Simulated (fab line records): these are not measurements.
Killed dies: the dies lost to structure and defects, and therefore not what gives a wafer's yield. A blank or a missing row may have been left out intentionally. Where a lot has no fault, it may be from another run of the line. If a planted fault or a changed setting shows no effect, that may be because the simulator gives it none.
A lot that was struck, set against a sound lot :: flow ritCmos :: 15 steps out of a route of 202
Sound: the wafers L831.2, L831.4, L831.5. Wafers struck: L833.2, L833.4, L833.6. The cause is given at the end.
Order at every step that has rows: each side's tool, ch and its chambers, its first start. Under that, the readings that differ: sound wafers :: struck wafers :: difference of the means :: sigmas: that difference in standard deviations of wafers without a fault.
alike: same words and numbers on both sides, and readings whose means sit less than 2 such deviations apart. not compared: any withheld reading, any reading some wafer has no value for, any bound like >300 that may hide the same value, and any number with overlapping values for which the record gives no deviation.
Wherever a step has rows on one side only, a row that says differs or no value, or a row with sigmas, the two part there. Non-overlapping numbers with no deviation appear without sigmas and do not part them. A reading missing from all wafers of one side parts the sides only when that side holds two or more wafers.

RIT_SILICIDE_RTA_06: time 10 s, ramp up 5 s, ramp down 10 s.
  sound on rtpAnneal-01 ch 0, day 6 13:14; struck on rtpAnneal-01 ch 0, day 6 16:23
  alike: wafer_temp_C_max
RIT_CONTACT_CVD_00: deposits SiO2 from TEOS, target thk 400 nm, time 61 s.
  sound on pecvd-02 ch 0,2, day 6 13:18; struck on pecvd-03 ch 1,2, day 6 16:26
reading: rfFwdPowerW (W)
sound: 396.9 396.3 397.0
struck: 392.6 391.7 395.4
difference: -3.5
sigmas: -2
  alike: heaterPowerW, susceptorTempC
RIT_CONTACT_THK_MEAS_01:
  sound on filmMetro-04, day 6 13:22; struck on filmMetro-04, day 6 16:30
  alike: CONTACT_TEOS_THK
then, 6 steps without rows for these wafers: RIT_CONTACT_HMDS_02 (prime time 60 s); RIT_CONTACT_COAT_03 (resist thk 1000 nm); RIT_CONTACT_SOFTBAKE_04 (time 60 s); RIT_CONTACT_EXPOSE_05 (exposes mask M11, target cd 1000 nm); RIT_CONTACT_PEB_06; RIT_CONTACT_DEVELOP_07 (develop time 120 s).
RIT_CONTACT_CD_MEAS_08: the cd target is 1000 nm.
  sound on cdSem-01, day 6 14:43; struck on cdSem-02, day 6 17:38
  alike: cdNm
RIT_CONTACT_OVL_MEAS_09:
  sound on overlay-01, day 6 14:50; struck on overlay-02, day 6 17:45
  alike: CONTACT_OVL
then, 1 step without rows for these wafers: RIT_CONTACT_HARDBAKE_10 (time 60 s).
RIT_CONTACT_ETCH_11: etches SiO2 in CHF3/CF4/Ar, stops on TiSi2, target depth 480 nm, time 320 s.
  sound on rieDiel-04 ch 0,1,2, day 6 15:02; struck on rieDiel-01 ch 2,3, day 6 18:11
reading: rfFwdPowerW (W)
sound: 200.6 199.3 199.8
struck: 298.8 300.0 300.1
difference: +99.7
sigmas: +99 or more

reading: model.NOVOLAK_of_CONTACT_COAT_03.thkNm (nm)
sound: 769.1 767.2 773
struck: 744.2 746.9 744.9
difference: -24.4
sigmas: 
  alike: cf4FlowSccm, drypumpMotorCurrentA, oesProductAu, throttleValvePct
  not compared: rfHoursCounterH
RIT_CONTACT_STRIP_12: strips in O2, time 180 s.
  sound on plasmaAsher-01 ch 0,1, day 6 15:14; struck on plasmaAsher-01 ch 0, day 6 18:23
  alike: drypumpMotorCurrentA
  not compared: rfHoursCounterH
RIT_M1_PROBE_99:
  the record holds rows for the sound wafers here (prober-02, day 6 21:26) but none for the struck ones

WHERE THEY PART
Last at RIT_M1_PROBE_99 as far as this record goes, first at RIT_CONTACT_CVD_00.

WHY: what had been put in by the simulator
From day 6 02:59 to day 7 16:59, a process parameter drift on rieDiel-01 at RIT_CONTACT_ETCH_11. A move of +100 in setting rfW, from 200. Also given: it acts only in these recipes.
